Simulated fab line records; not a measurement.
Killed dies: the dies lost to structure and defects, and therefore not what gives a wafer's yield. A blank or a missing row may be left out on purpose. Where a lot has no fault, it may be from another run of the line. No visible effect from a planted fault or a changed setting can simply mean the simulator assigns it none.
Comparing a struck lot with a sound one | flow rit cmos | 44 steps out of a route of 202
Sound: wafers L922.1, L922.3, L922.4. Wafers L924.1, L924.4, L924.5 were the ones struck. The cause is named last.
Each step with rows lists, per side, the tool, then ch with its chambers, then its first start. Under that, the readings that differ: sound wafers | struck wafers | difference of the means | sigmas: that difference in standard deviations of wafers without a fault.
alike: a reading whose means differ by less than 2 such deviations, as well as words and numbers matching on both sides. not compared: withheld readings; readings where some wafer has no value; bounds like >300 that might hide an equal value; numbers whose values overlap and for which the record gives no deviation.
Wherever a step has rows on one side only, a row that says differs or no value, or a row with sigmas, the two part there. Numbers that have no deviation but don't overlap get no sigmas and don't part them. Lack of a reading on every wafer of one side parts them only where that side has two or more wafers.

first, 3 steps without rows for these wafers: RIT_GATE_EXPOSE_13 (exposes mask M6, target cd 150 nm); RIT_GATE_PEB_14; RIT_GATE_DEVELOP_15 (develop time 50 s).
RIT_GATE_CD_MEAS_16: the cd target is 150 nm.
  sound on cd sem-02 at day 3 09:26; struck on cd sem-01 at day 3 18:16
  reading    | sound             | struck            | difference | sigmas
  cd nm (nm) | 152.4 152.5 153.3 | 146.6 143.9 145.8 | -7.3       | -3
RIT_GATE_OVL_MEAS_17:
  sound on overlay-02 at day 3 09:34; struck on overlay-02 at day 3 18:23
  alike: GATE_OVL
then, 1 step without rows for these wafers: RIT_GATE_HARDBAKE_18 (time 60 s).
RIT_GATE_ETCH_19: etches poly-Si in SF6/CHF3/O2, stops on SiO2, time 165 s, target depth 312.5 nm.
  sound on rie si-01 ch 1,2,3, day 3 09:45; struck on rie si-01 ch 1,3, day 3 18:35
  alike: SF6_flow_sccm, drypump motor current A, oes product au, throttle valve pct
  not compared: rf hours counter h
RIT_GATE_STRIP_20: strips in O2, time 180 s.
  sound on plasma asher-03 ch 0,1, day 3 09:52; struck on plasma asher-03 ch 1, day 3 18:41
  alike: drypump motor current A
  not compared: rf hours counter h
RIT_GATE_CD_MEAS_90: the cd target is 150 nm.
  sound on cd sem-02 at day 3 10:02; struck on cd sem-01 at day 3 18:52
  reading    | sound             | struck            | difference | sigmas
  cd nm (nm) | 152.5 152.1 153.3 | 147.0 144.3 146.7 | -6.6       | -2
then, 3 steps without rows for these wafers: RIT_REOX_CLEAN_00 (cleans in SC1, time 600 s); RIT_REOX_CLEAN_01 (cleans in dHF, time 30 s); RIT_REOX_CLEAN_02 (cleans in SC2, time 600 s).
RIT_REOX_OXIDATION_03: target thk 25.2 nm, ox time 5580 s.
  sound on furnace-02 ch 0, day 3 10:32; struck on furnace-02 ch 0, day 3 19:23
  reading                                     | sound                | struck               | difference | sigmas
  spike tc centre C (C)                       | 903.2 903.1 902.7    | 939.3 938.3 938.4    | +35.7      | +32
  spike tc load C (C)                         | 924.7 927.1 924.8    | 963.3 961.1 961.9    | +36.6      | +33
  spike tc source C (C)                       | 922.2 924.2 923.8    | 958.6 957.6 958.0    | +34.7      | +20
  tube center temp C (C)                      | 900.09 900.15 900.06 | 935.08 935.29 935.31 | +35.13     | +99 or more
  tube_center_temp_C_max                      | 901.9 901.8 902.1    | 937.6 937.7 937.9    | +35.8      | +87
  model.SiO2_of_REOX_OXIDATION_03.thk nm (nm) | 25.06 25.3 25.13     | 35.95 35.97 36.25    | +10.89     |
  model.poly-Si_of_GATE_CVD_08.thk nm (nm)    | 233.5 232.4 233.5    | 225.2 226.6 227.9    | -6.6       |
RIT_REOX_THK_MEAS_04:
  sound on film metro-03 at day 3 13:05; struck on film metro-02 at day 3 21:56
  reading             | sound          | struck         | difference | sigmas
  REOX_OXIDE_THK (nm) | 25.1 25.3 25.1 | 36.0 36.0 36.3 | +10.9      | +22
then, 6 steps without rows for these wafers: RIT_NLDD_HMDS_00 (prime time 60 s); RIT_NLDD_COAT_01 (resist thk 1000 nm); RIT_NLDD_SOFTBAKE_02 (time 60 s); RIT_NLDD_EXPOSE_03 (exposes mask M7, target cd 40700 nm); RIT_NLDD_PEB_04; RIT_NLDD_DEVELOP_05 (develop time 50 s).
RIT_NLDD_OVL_MEAS_06:
  sound on overlay-02 at day 3 14:07; struck on overlay-01 at day 3 22:58
  alike: NLDD_OVL
then, 2 steps without rows for these wafers: RIT_NLDD_HARDBAKE_07 (time 60 s); RIT_NLDD_IMPLANT_08.
RIT_NLDD_STRIP_09: strips in O2, time 180 s.
  sound on plasma asher-02 ch 0,1, day 3 14:28; struck on plasma asher-02 ch 0, day 3 23:19
  alike: drypump motor current A
  not compared: rf hours counter h
RIT_NLDD_TW_MEAS_10:
  sound on film metro-01 at day 3 14:38; struck on film metro-01 at day 3 23:29
  alike: NLDD_TW
then, 6 steps without rows for these wafers: RIT_PLDD_HMDS_00 (prime time 60 s); RIT_PLDD_COAT_01 (resist thk 1000 nm); RIT_PLDD_SOFTBAKE_02 (time 60 s); RIT_PLDD_EXPOSE_03 (exposes mask M8, target cd 40900 nm); RIT_PLDD_PEB_04; RIT_PLDD_DEVELOP_05 (develop time 50 s).
RIT_PLDD_OVL_MEAS_06:
  sound on overlay-02 at day 3 15:40; struck on overlay-01 at day 4 00:38
  reading       | sound        | struck         | difference | sigmas
  PLDD_OVL (nm) | 0.6 0.0 -1.0 | -3.5 -3.4 -3.2 | -3.2       | -3
then, 2 steps without rows for these wafers: RIT_PLDD_HARDBAKE_07 (time 60 s); RIT_PLDD_IMPLANT_08.
RIT_PLDD_STRIP_09: strips in O2, time 180 s.
  sound on plasma asher-01 ch 0,1, day 3 16:00; struck on plasma asher-02 ch 0,1, day 4 00:58
  alike: drypump motor current A
  not compared: rf hours counter h
RIT_PLDD_TW_MEAS_10:
  sound on film metro-01 at day 3 16:11; struck on film metro-01 at day 4 01:08
  alike: PLDD_TW
RIT_SPACER_CLEAN_00: cleans in SC1, time 600 s.
  sound on wet bench-03 ch 2, day 3 16:14; struck on wet bench-01 ch 3, day 4 01:12
  reading                                     | sound             | struck            | difference | sigmas
  model.SiO2_of_REOX_OXIDATION_03.thk nm (nm) | 23.09 23.32 23.16 | 33.15 33.16 33.42 | +10.05     |
  alike: bath guard temp C
then, 3 steps without rows for these wafers: RIT_SPACER_CLEAN_01 (cleans in dHF, time 30 s); RIT_SPACER_CLEAN_02 (cleans in SC2, time 600 s); RIT_SPACER_CVD_03 (deposits Si3N4 from SiH2Cl2/NH3, target thk 250 nm, time 3300 s).
RIT_SPACER_THK_MEAS_04:
  sound on film metro-04 at day 3 18:32; struck on film metro-03 at day 4 03:31
  alike: SPACER_NITRIDE_THK
RIT_SPACER_ETCHBACK_05: etches Si3N4 in SF6/CHF3, stops on SiO2, target depth 250 nm, time 240 s.
  sound on rie diel-03 ch 0,1,3, day 3 18:36; struck on rie diel-01 ch 0,1,3, day 4 03:34
  alike: SF6_flow_sccm, drypump motor current A, oes product au, throttle valve pct
  not compared: rf hours counter h
RIT_SDANNEAL_CLEAN_02: cleans in SC2, time 600 s.
  sound on wet bench-04 ch 0, day 3 21:56; struck on wet bench-03 ch 2, day 4 07:03
  reading                                  | sound             | struck          | difference | sigmas
  model.poly-Si_of_GATE_CVD_08.thk nm (nm) | 164.2 163.2 163.4 | 154 155.9 157.1 | -8         |
  alike: bath guard temp C
RIT_M1_PROBE_99:
  sound on prober-02 at day 4 06:05; struck on prober-02 at day 4 14:51
  reading                           | sound             | struck            | difference | sigmas
  model.etest.pldd.rs ohm sq        | 494.8 508.1 494.9 | 2278 2311 2415    | +1835      |
  model.etest.nmos_0p15.r on ohm um | 1126 1142 1156    | 1914 1893 1933    | +772       |
  model.etest.nmos_0p3.r on ohm um  | 2174 2173 2196    | 2964 2967 2960    | +783       |
  model.etest.pldd.line ohm um      | 156.2 158.1 156.5 | 719.9 726.2 753.5 | +576.3     |
  model.etest.nldd.rs ohm sq        | 376.3 373.4 373   | 770.3 778.5 794.4 | +406.8     |
  model.etest.nmos_0p15.drive ua um | 454.5 453.9 447.2 | 319.7 323.9 321.8 | -130.1     |
  model.etest.nldd.line ohm um      | 118 117.4 118.1   | 240.7 244.4 248   | +126.5     |
  alike: killed_at_M0_to_M3, killed at front end, killed dies, killed open, killed short
  not compared: model.etest.nmos turned.drive ua um

## WHERE THEY PART
At RIT_GATE_CD_MEAS_16 first; at RIT_PLDD_OVL_MEAS_06 last (within this record only). Later steps at which nothing parts them and some readings are alike: RIT_PLDD_STRIP_09, RIT_PLDD_TW_MEAS_10, RIT_SPACER_CLEAN_00, RIT_SPACER_THK_MEAS_04, RIT_SPACER_ETCHBACK_05, RIT_SDANNEAL_CLEAN_02, RIT_M1_PROBE_99.

WHY: what had been put in by the simulator
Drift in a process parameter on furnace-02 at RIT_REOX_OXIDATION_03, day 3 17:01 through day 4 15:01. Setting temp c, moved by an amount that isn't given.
